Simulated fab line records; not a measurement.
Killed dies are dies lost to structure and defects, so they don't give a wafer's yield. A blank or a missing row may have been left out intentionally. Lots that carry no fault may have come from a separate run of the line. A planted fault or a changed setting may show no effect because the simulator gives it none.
A struck lot beside a sound one || flow berkeley-cmos170 || 15 out of 331 route steps
Sound: wafers L840.2, L840.3, L840.4. Wafers struck: L842.2, L842.4, L842.5. The cause comes at the end.
Per side, at each step with rows, come the tool, then ch with its chambers, and then its first start. Under that, the readings that differ: sound wafers || struck wafers || difference of the means || sigmas: that difference in standard deviations of wafers without a fault.
alike: readings with means less than 2 such deviations apart, plus words and numbers identical on both sides. not compared: withheld readings, readings lacking a value on some wafer, bounds such as >300 that could conceal the same value, and numbers that have no deviation in the record and whose values overlap.
The two part at a step that has a row with sigmas, a row that says differs or no value, or rows on one side only. Non-overlapping numbers with no deviation appear without sigmas and do not part them. A reading missing from all wafers of one side parts the sides only when that side holds two or more wafers.

UCB170_V2_CMP_02: polishes SiO2.
  sound on cmp-01 ch 0,2,3, day 8 23:53; struck on cmp-01 ch 0,1,2, day 9 10:18
  alike: motor-current-A
UCB170_V2_BOW_MEAS_03:
  sound: film-metro-02 at day 9 00:10; struck: film-metro-02 at day 9 10:34
  alike: V2_BOW
UCB170_V2_THK_MEAS_04:
  sound: film-metro-02 at day 9 00:16; struck: film-metro-02 at day 9 10:41
  alike: V2_POLISHED_THK
then, 7 steps without rows for these wafers: UCB170_V2_CLEAN_05 (cleans in DIW); UCB170_V2_HMDS_06 (prime time 60 s); UCB170_V2_COAT_07 (resist thk 900 nm); UCB170_V2_SOFTBAKE_08 (time 60 s); UCB170_V2_EXPOSE_09 (exposes mask VIA2, target cd 700 nm); UCB170_V2_PEB_10; UCB170_V2_DEVELOP_11 (develop time 45 s).
UCB170_V2_CD_MEAS_12 targets a cd of 700 nm.
  sound: cd-sem-01 at day 9 03:39; struck: cd-sem-01 at day 9 11:55
  alike: cd-nm
UCB170_V2_OVL_MEAS_13:
  sound: overlay-02 at day 9 03:45; struck: overlay-02 at day 9 12:01
  alike: V2_OVL
UCB170_V2_ETCH_14: etches SiO2 in CHF3/CF4/Ar, stops on Al, target depth 1250 nm, time 295.2 s.
  sound on rie-diel-04 ch 1,2,3, day 9 03:47; struck on rie-diel-04 ch 1,2,3, day 9 12:02
{"reading": "oes-product-au (a.u.)", "sound": "0.864 0.874 0.859", "struck": "0.767 0.775 0.762", "difference": -0.098, "sigmas": -10}
{"reading": "model.V2.feature-depth-nm (nm)", "sound": "999 998.7 1000", "struck": "822.3 807.8 801.3", "difference": -188.8, "sigmas": ""}
{"reading": "model.etch.depth-nm (nm)", "sound": "998.6 998.3 999.8", "struck": "822.3 807.8 801.3", "difference": -188.4, "sigmas": ""}
{"reading": "model.KrF_of_V2_COAT_07.thk-nm (nm)", "sound": "605.7 606 600.6", "struck": "704.1 708.1 711.6", "difference": "+103.8", "sigmas": ""}
  alike: cf4-flow-sccm, drypump-motor-current-A, throttle-valve-pct
  not compared: rf-hours-counter-h
UCB170_V2_STRIP_15: strips in O2.
  sound on plasma-asher-03 ch 0,1, day 9 03:58; struck on plasma-asher-03 ch 0,1, day 9 12:13
{"reading": "strip-time-to-endpoint-s (s)", "sound": "15.21 15.22 15.08", "struck": "17.49 17.59 17.68", "difference": "+2.42", "sigmas": "+19"}
  alike: drypump-motor-current-A, oes-product-au
  not compared: rf-hours-counter-h
UCB170_V2_CD_MEAS_90 targets a cd of 700 nm.
  sound: cd-sem-01 at day 9 04:05; struck: cd-sem-01 at day 9 12:20
{"reading": "cd-nm (nm)", "sound": "699.7 701.8 702.0", "struck": "695.8 696.9 693.8", "difference": -5.7, "sigmas": -3}

== WHERE THEY PART ==
Earliest at UCB170_V2_ETCH_14; latest, in this record, at UCB170_V2_CD_MEAS_90.

WHY: the cause the simulator had injected
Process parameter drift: rie-diel-04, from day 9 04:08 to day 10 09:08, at UCB170_V2_ETCH_14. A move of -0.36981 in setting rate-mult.
